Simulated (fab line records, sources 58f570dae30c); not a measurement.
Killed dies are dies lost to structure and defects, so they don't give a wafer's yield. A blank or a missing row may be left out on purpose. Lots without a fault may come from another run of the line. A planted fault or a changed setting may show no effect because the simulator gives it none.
Which tool did it? | flow berkeley_cmos170 | 7 lots, 21 wafers sampled, at 2 steps of a route of 331

WHAT THE GAUGES READ, wafer by wafer
UCB170_ACTIVE_THK_MEAS_03.
lot  | measured    | on            | ACTIVE_OXIDE_THK (nm)
L299 | day 4 00:40 | film_metro-03 | 26.5 26.0 26.0
L301 | day 4 08:33 | film_metro-03 | 27.3 27.2 27.0
L303 | day 5 10:28 | film_metro-03 | 26.5 26.6 26.7
L305 | day 5 10:33 | film_metro-03 | 26.3 26.0 26.4
L307 | day 5 10:25 | film_metro-01 | 26.1 26.2 26.1
L314 | day 7 01:58 | film_metro-03 | 30.6 30.3 30.6
L320 | day 8 07:58 | film_metro-03 | 30.7 30.5 30.8

WHICH TOOL RAN EACH LOT (tool, then ch and the chambers of the sampled wafers, then the start)
lot  | UCB170_ZERO_STRIP_07
L299 | plasma_asher-03 ch 0,1, day 2 00:43
L301 | plasma_asher-01 ch 0,1, day 2 10:09
L303 | plasma_asher-03 ch 0,1, day 2 19:34
L305 | plasma_asher-01 ch 0,1, day 3 12:01
L307 | plasma_asher-04 ch 0,1, day 3 14:43
L314 | plasma_asher-03 ch 0,1, day 5 06:55
L320 | plasma_asher-03 ch 0,1, day 6 08:02
- UCB170_ZERO_STRIP_07: strips in O2.

THE ANSWER, worked out from the rows above alone
Rule: what is usual is taken from the lots themselves. Put in order of their means at a reading, lots are off if they are a third of the lots or fewer, leave a main group of 4 or more, and stand apart from it by a gap of 3 or more times the standard deviation of the main group's means; of several such gaps the widest counts. A main group whose means are all the same, to the digits that the tables above print for the reading, isn't used. A lot without any number at a reading at which 4 lots or more have one is off too. The other lots that the step has rows for count as sound.
Off: L314, L320, at UCB170_ACTIVE_THK_MEAS_03 (ACTIVE_OXIDE_THK). The main group: mean 26.5 nm, standard deviation 0.39.
A tool fits if, at a process step before that reading, it ran every lot that is off, and no sound lot after the first of them. The gauges at UCB170_ACTIVE_THK_MEAS_03 are tried like those tools. Can't be told from this: 2 tools fit, plasma_asher-03 at UCB170_ZERO_STRIP_07, film_metro-03 at UCB170_ACTIVE_THK_MEAS_03.

WHAT THE SIMULATOR HAD PUT IN
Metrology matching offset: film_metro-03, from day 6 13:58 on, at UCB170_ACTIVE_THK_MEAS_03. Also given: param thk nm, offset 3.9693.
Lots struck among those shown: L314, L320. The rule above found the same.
